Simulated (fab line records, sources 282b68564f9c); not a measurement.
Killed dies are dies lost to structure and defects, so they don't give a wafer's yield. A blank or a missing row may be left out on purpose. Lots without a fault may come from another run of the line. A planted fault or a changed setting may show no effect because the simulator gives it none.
Which tool did it? | flow rit_cmos | 15 lots, 45 wafers sampled, at 1 step of a route of 202

WHAT THE GAUGES READ, wafer by wafer
The record holds no reading of a measuring or inspecting step that can be judged against a usual standard deviation.

WHICH TOOL RAN EACH LOT (tool, then ch and the chambers of the sampled wafers, then the start)
lot  | RIT_NRETRO_EXPOSE_03
L351 | iline_stepper-02 ch 0, day 2 08:05
L352 | iline_stepper-02 ch 0, day 2 10:07
L354 | iline_stepper-01 ch 0, day 2 21:26
L355 | iline_stepper-02 ch 0, day 3 03:39
L357 | iline_stepper-02 ch 0, day 3 14:08
L361 | iline_stepper-01 ch 0, day 4 11:52
L362 | iline_stepper-02, day 4 12:20
L363 | iline_stepper-01, day 4 18:35
L364 | iline_stepper-02, day 4 23:41
L368 | iline_stepper-02 ch 0, day 6 00:47
L369 | iline_stepper-02 ch 0, day 6 07:50
L371 | iline_stepper-02 ch 0, day 6 13:43
L372 | iline_stepper-01 ch 0, day 6 15:57
L373 | iline_stepper-02 ch 0, day 6 20:25
L374 | iline_stepper-02 ch 0, day 7 02:57
- RIT_NRETRO_EXPOSE_03: exposes mask M4, target cd 43900 nm.

WHAT THE TOOLS THEMSELVES READ (means of the sampled wafers that have a number; where no wafer has one, the mark that the record gives instead)
RIT_NRETRO_EXPOSE_03. Usual: exposure_dose_mJ_cm2 249.98, standard deviation 0.23; focus_offset_nm 0.0 nm, standard deviation 0.52.
lot  | tool             | exposure_dose_mJ_cm2 | focus_offset_nm (nm) | flag
L351 | iline_stepper-02 | 249.89               | 0.2                  |
L352 | iline_stepper-02 | 249.79               | 0.4                  |
L354 | iline_stepper-01 | 249.80               | -0.2                 |
L355 | iline_stepper-02 | 250.06               | 0.2                  |
L357 | iline_stepper-02 | 249.95               | -0.2                 |
L361 | iline_stepper-01 | 250.13               | -0.0                 |
L362 | iline_stepper-02 | -                    | -                    | OFF
L363 | iline_stepper-01 | -                    | -                    | OFF
L364 | iline_stepper-02 | -                    | -                    | OFF
L368 | iline_stepper-02 | 250.22               | 0.2                  |
L369 | iline_stepper-02 | 249.99               | 0.6                  |
L371 | iline_stepper-02 | 249.72               | 0.6                  |
L372 | iline_stepper-01 | 250.27               | -0.2                 |
L373 | iline_stepper-02 | 249.91               | -0.1                 |
L374 | iline_stepper-02 | 250.02               | -0.1                 |

THE ANSWER, worked out from the rows above alone
Rule: a lot is off if the mean of its wafers that have a number lies more than 3 standard deviations from the usual mean. A lot without any number at a reading at which 4 lots or more have one is off too. The other lots that the step has rows for count as sound. The gauges are gone through in route order, then the tools' own readings, and for those a lot's mean is taken as printed above. The first step at which some lot is off is used, and at that step the reading that is off furthest; a lot without a number counts as furthest.
Off: L362, L363, L364, at RIT_NRETRO_EXPOSE_03 (exposure_dose_mJ_cm2). Without a number there: L362, L363, L364.
A tool fits if, at that step or a process step before it, it ran every lot that is off, and no sound lot after the first of them. None of those tried fits.

WHAT THE SIMULATOR HAD PUT IN
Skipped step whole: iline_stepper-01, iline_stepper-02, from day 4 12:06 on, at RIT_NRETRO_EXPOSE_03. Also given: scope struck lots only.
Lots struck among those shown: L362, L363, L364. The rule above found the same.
